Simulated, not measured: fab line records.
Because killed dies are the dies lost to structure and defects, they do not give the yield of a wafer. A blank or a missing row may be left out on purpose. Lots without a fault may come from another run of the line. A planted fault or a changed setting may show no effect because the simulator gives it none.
One fault through the eyes of 2 desks || flow rit_cmos || every desk sees just its own numbers, and what lay behind them comes last

## FROM THE METROLOGY DESK
Lot by lot, what the gauges showed, no matter which tool ran the lot: averages of those sampled wafers that carry a number. The brackets show how far a lot's mean lies from the usual mean; more than 4 standard deviations puts the lot out of limits, marked OUT.
Columns: A = GATE_POLY_THK at RIT_GATE_THK_MEAS_09, usual 250.7 nm; B = NSD_TW at RIT_NSD_TW_MEAS_10, usual 3129; C = NSD_RS at RIT_SDANNEAL_RS_MEAS_05, usual 84.5 ohm/sq
{"lot": "L368", "first seen here": "day 2 21:47", "A": 251.0, "B": 3156, "C": 84.5}
{"lot": "L369", "first seen here": "day 3 02:56", "A": 250.7, "B": 3155, "C": 85.1}
{"lot": "L372", "first seen here": "day 4 04:35", "A": 250.9, "B": 3151, "C": 84.1}
{"lot": "L374", "first seen here": "day 4 11:06", "A": 248.6, "B": 3142, "C": 84.6}
{"lot": "L375", "first seen here": "day 5 03:19", "A": 249.8, "B": 3146, "C": 84.2}
{"lot": "L376", "first seen here": "day 5 03:23", "A": 249.2, "B": 3085, "C": 84.6}
{"lot": "L378", "first seen here": "day 5 09:50", "A": 253.5, "B": 3075, "C": 85.2}
{"lot": "L379", "first seen here": "day 5 13:58", "A": 248.3, "B": 3091, "C": 84.3}
{"lot": "L377", "first seen here": "day 5 14:30", "A": 251.9, "B": 3154, "C": 84.2}
{"lot": "L380", "first seen here": "day 5 19:34", "A": 251.7, "B": 3152, "C": 84.2}
{"lot": "L386", "first seen here": "day 6 13:39", "A": 248.2, "B": 3009, "C": "86.1 (+4.9) OUT"}
{"lot": "L389", "first seen here": "day 7 01:13", "A": 250.1, "B": "2927 (-6.1) OUT", "C": "86.6 (+6.6) OUT"}
{"lot": "L390", "first seen here": "day 7 03:13", "A": 249.8, "B": 3111, "C": 84.7}
{"lot": "L391", "first seen here": "day 7 12:43", "A": 252.7, "B": 3165, "C": 84.3}
Per this desk, out of limits: L386, L389; the first was L386, day 7 07:08 (NSD_RS at RIT_SDANNEAL_RS_MEAS_05). In limits: L368, L369, L372, L374, L375, L376, L378, L379, L377, L380, L390, L391.

## DESK OF THE TOOL OWNER: implanter-02
The tool's own readings at RIT_NSD_IMPLANT_08, given as means over the sampled wafers that have a number, one for each lot that went through this tool. The brackets show how far a lot's mean lies from the usual mean; more than 4 standard deviations puts the lot out of limits, marked OUT.
Columns: A = beam_energy_keV at RIT_NSD_IMPLANT_08, usual 25.000; B = tilt_deg at RIT_NSD_IMPLANT_08, usual 7.002 degrees
{"lot": "L369", "first seen here": "day 3 23:35", "A": 24.990, "B": 6.983}
{"lot": "L376", "first seen here": "day 5 19:26", "A": 24.995, "B": 7.012}
{"lot": "L377", "first seen here": "day 6 04:13", "A": 25.009, "B": 6.985}
{"lot": "L380", "first seen here": "day 6 09:51", "A": 25.002, "B": 6.978}
{"lot": "L386", "first seen here": "day 7 04:40", "A": "20.498 (-99 or more) OUT", "B": 7.021}
{"lot": "L389", "first seen here": "day 7 12:52", "A": "20.500 (-99 or more) OUT", "B": 6.995}
Finding of this desk: L386, L389 out of limits; the first was L386 at day 7 04:40, on beam_energy_keV at RIT_NSD_IMPLANT_08. In limits: L369, L376, L377, L380.

## ALL TOGETHER
An alarm could have come from the tool owner's desk at day 7 04:40, on L386, L389.
L386, L389 would have let the metrology desk raise an alarm at day 7 07:08.
All the named lots went through RIT_NSD_IMPLANT_08 on implanter-02.

## WHAT THE SIMULATOR PUT IN
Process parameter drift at RIT_NSD_IMPLANT_08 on implanter-02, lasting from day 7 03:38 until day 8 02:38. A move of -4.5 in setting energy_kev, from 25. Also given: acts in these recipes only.
Shown lots that were struck: L386, L389.
Hours from the fault's start to each desk's first reading out of limits: the tool owner's desk, 1; the metrology desk, 4.
